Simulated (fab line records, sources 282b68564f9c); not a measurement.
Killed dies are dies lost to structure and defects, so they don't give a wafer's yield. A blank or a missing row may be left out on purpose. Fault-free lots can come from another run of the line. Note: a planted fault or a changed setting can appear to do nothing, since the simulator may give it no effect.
Tool commonality check	flow rit cmos	Sampled: 15 lots, 45 wafers

## REASON FOR OPENING
3 of 15 lots carry a flag on the reading PRETRO_TW at RIT_PRETRO_TW_MEAS_10. Fault-free wafers read 476, with a standard deviation of 6.6.
Rule: a lot is flagged when every wafer of it that has a number lies more than 4 standard deviations from that mean, or none has a number. The rest of the lots are taken to be sound.

lot	measured	on	PRETRO_TW, wafer by wafer	flag
L338	day 2 08:56	film metro-01	483 482 485	
L339	day 2 15:14	film metro-02	470 470 470	
L340	day 2 18:53	film metro-01	483 484 484	
L341	day 2 22:59	film metro-01	482 484 482	
L343	day 3 08:34	film metro-01	482 481 483	
L345	day 3 18:54	film metro-02	470 470 472	
L346	day 4 00:25	film metro-02	464 466 464	
L347	day 4 05:10	film metro-02	467 468 466	
L348	day 4 10:17	film metro-01	480 482 484	
L350	day 4 19:28	film metro-01	480 483 482	
L355	day 5 20:56	film metro-03	30 30 30	FLAGGED
L356	day 6 07:25	film metro-01	30 30 31	FLAGGED
L357	day 6 09:07	film metro-01	30 30 30	FLAGGED
L360	day 6 21:23	film metro-03	467 465 469	
L361	day 7 03:34	film metro-02	469 468 472	
Average over the flagged lots: 30; offset from the usual -446, equal to -68 standard deviations.

## LOT BY LOT: THE TOOL USED
The record keeps 1 process step preceding the reading, out of 202 steps on the route. Every cell lists first the tool, next ch and the chambers used by the sampled wafers, and last the start.
lot	flag	RIT_NRETRO_STRIP_09
L338		plasma asher-02 ch 0,1, day 2 07:14
L339		plasma asher-04 ch 0,1, day 2 13:32
L340		plasma asher-02 ch 1, day 2 17:08
L341		plasma asher-04 ch 0,1, day 2 21:08
L343		plasma asher-04 ch 0,1, day 3 06:44
L345		plasma asher-01 ch 0,1, day 3 17:10
L346		plasma asher-02 ch 0,1, day 3 22:35
L347		plasma asher-02 ch 1, day 4 03:16
L348		plasma asher-01 ch 0,1, day 4 08:07
L350		plasma asher-01 ch 0,1, day 4 17:37
L355	FLAGGED	plasma asher-04 ch 0,1, day 5 19:05
L356	FLAGGED	plasma asher-04 ch 0, day 6 05:34
L357	FLAGGED	plasma asher-04 ch 0,1, day 6 07:17
L360		plasma asher-02 ch 0,1, day 6 19:40
L361		plasma asher-02 ch 0,1, day 7 01:52
What these steps do:
- RIT_NRETRO_STRIP_09: strips in O2, time 180 s.
- RIT_PRETRO_TW_MEAS_10

## FLAGGED OVER TOTAL, TOOL BY TOOL (the gauges that took the reading come last)
step	tool	lots run	flagged	share of the flagged lots	sound lots run after its first flagged lot
RIT_NRETRO_STRIP_09	plasma asher-01	3	0	none	-
RIT_NRETRO_STRIP_09	plasma asher-02	6	0	none	-
RIT_NRETRO_STRIP_09	plasma asher-04	6	3	all	0
RIT_PRETRO_TW_MEAS_10	film metro-01	8	2	some	0
RIT_PRETRO_TW_MEAS_10	film metro-02	5	0	none	-
RIT_PRETRO_TW_MEAS_10	film metro-03	2	1	some	1 (L360)

## THE TABLE: WHAT IT ALLOWS
All flagged lots share 1 row of the table, namely plasma asher-04 at RIT_NRETRO_STRIP_09.
- plasma asher-04 at RIT_NRETRO_STRIP_09: 3 of its 6 lots flagged. Last sound lot L343 at day 3 06:44, first flagged lot L355 at day 5 19:05; a fault beginning in between fits. On the flagged lots its readings are blank where sound lots have values: chamber pressure mTorr, drypump motor current A, o2 flow sccm.
One tool is left: plasma asher-04 at RIT_NRETRO_STRIP_09.

## WHAT THE SIMULATOR HAD INSERTED
Step skipped in full: plasma asher-04, at RIT_NRETRO_STRIP_09, from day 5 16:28 onward. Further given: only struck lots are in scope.
Struck lots among those shown: L355, L356, L357. The rule above found the same.
